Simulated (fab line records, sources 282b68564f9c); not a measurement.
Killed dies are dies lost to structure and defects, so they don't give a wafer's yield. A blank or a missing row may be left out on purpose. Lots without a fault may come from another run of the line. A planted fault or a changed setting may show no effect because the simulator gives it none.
Problem report in the 8D (eight disciplines) form, filled by code | flow rit_cmos | the parts of the form that need people (team, actions taken, sign-off) are left out

1. THE PROBLEM
M1_AL_RS at RIT_M1_RS_MEAS_01 reads a mean of 0.0793 ohm/sq on 1 wafer of 1 lot; wafers without a fault read 0.0733 ohm/sq with a standard deviation of 0.00061. That is +9.8 standard deviations from the usual mean.
The step: measures by four-point-probe.
First seen on wafer L239.1, day 5 18:11, on film_metro-04. The record holds 39 wafers of 13 lots with a number at this step. Rule for "out", or "out of limits": more than 4 standard deviations from the usual mean. The other wafers with a number count as sound.

2. WHAT IT IS AND WHAT IT IS NOT
question                    | is               | is not
which readings at this step | M1_AL_RS         | -
which lots                  | L239             | L227, L228, L230, L231, L232, L233, L234, L235, L245, L246, L248, L250
which wafers of those lots  | L239.1           | L239.4, L239.5
read on which gauges        | film_metro-04    | film_metro-02, film_metro-03
when                        | from day 5 18:11 | up to then (26 sound wafers); but 12 sound wafers of L245, L246, L248, L250 came after

3. SUSPECTS, AND WHAT RULES EACH OUT
Counting: a tool at a process step up to the reading stays a suspect if it ran every lot that is out. Sound lots after the first of them don't rule it out here, since some wafers of a struck lot are sound.
- the gauge at RIT_M1_RS_MEAS_01: kept. All the wafers that are out were read on film_metro-04, and no step on other tools shows them out.
- plasma_asher-02 at RIT_PLDD_STRIP_09 (strips in O2, time 180 s): kept. It ran the lot that is out, L239 (day 5 08:15); its last sound lot up to then is L235 (day 4 11:17).
- plasma_asher-04 at RIT_PSD_STRIP_09 (strips in O2, time 180 s): kept. It ran the lot that is out, L239 (day 5 13:43); its last sound lot up to then is L228 (day 3 06:46).
- rie_diel-01 at RIT_CONTACT_ETCH_11 (etches SiO2 in CHF3/CF4/Ar, stops on TiSi2, target depth 480 nm, time 320 s): kept. It ran the lot that is out, L239 (day 5 16:55); its last sound lot up to then is L233 (day 4 10:31).
- pvd_sputter-04 at RIT_M1_SPUTTER_00 (material Al, target thk 400 nm, time 500 s): kept. It ran the lot that is out, L239 (day 5 17:53); its last sound lot up to then is L235 (day 4 21:58).
- Within rie_diel-01 at RIT_CONTACT_ETCH_11: the wafers that are out ran in chamber 1; their sound lot-mates ran in chambers 2, 3.
Left after counting: plasma_asher-02 at RIT_PLDD_STRIP_09, plasma_asher-04 at RIT_PSD_STRIP_09, rie_diel-01 at RIT_CONTACT_ETCH_11, pvd_sputter-04 at RIT_M1_SPUTTER_00, film_metro-04 at RIT_M1_RS_MEAS_01.

4. THE CAUSE (what the simulator had put in)
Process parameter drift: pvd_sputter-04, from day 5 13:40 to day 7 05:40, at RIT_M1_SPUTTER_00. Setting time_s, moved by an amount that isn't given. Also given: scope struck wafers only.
Counting left 5 suspects, and this tool is among them.

5. THE CHAIN OF EFFECTS, in route order
Each row: a reading whose mean over the struck wafers that have a number lies more than 3 standard deviations from the usual. Only readings for which the record gives a usual standard deviation are gone through. hours: the time from each lot's start at the first step in this table that gives one to its start at this step, as a median over the lots. sigmas: the change in usual standard deviations.
hours | step               | reading   | usual         | on struck wafers | change  | sigmas
0     | RIT_M1_RS_MEAS_01  | M1_AL_RS  | 0.0733 ohm/sq | 0.0793           | +0.0060 | +9.8
0     | RIT_M1_THK_MEAS_02 | M1_AL_THK | 397 nm        | 368              | -29     | -7.2

6. WHAT WOULD HAVE CAUGHT IT SOONER
In this record the first reading out of limits at a measuring or inspecting step was taken at day 5 18:11, 5 hours after the fault began at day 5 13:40.
Of the tool readings at RIT_M1_SPUTTER_00 for which the record gives a usual standard deviation, none was out on any struck wafer, so an alarm limit of 4 standard deviations on them would not have fired.
All the lots that are out (1) had begun RIT_M1_SPUTTER_00 on pvd_sputter-04 by day 5 18:11. A hold on the tool at that time would have spared none of them.
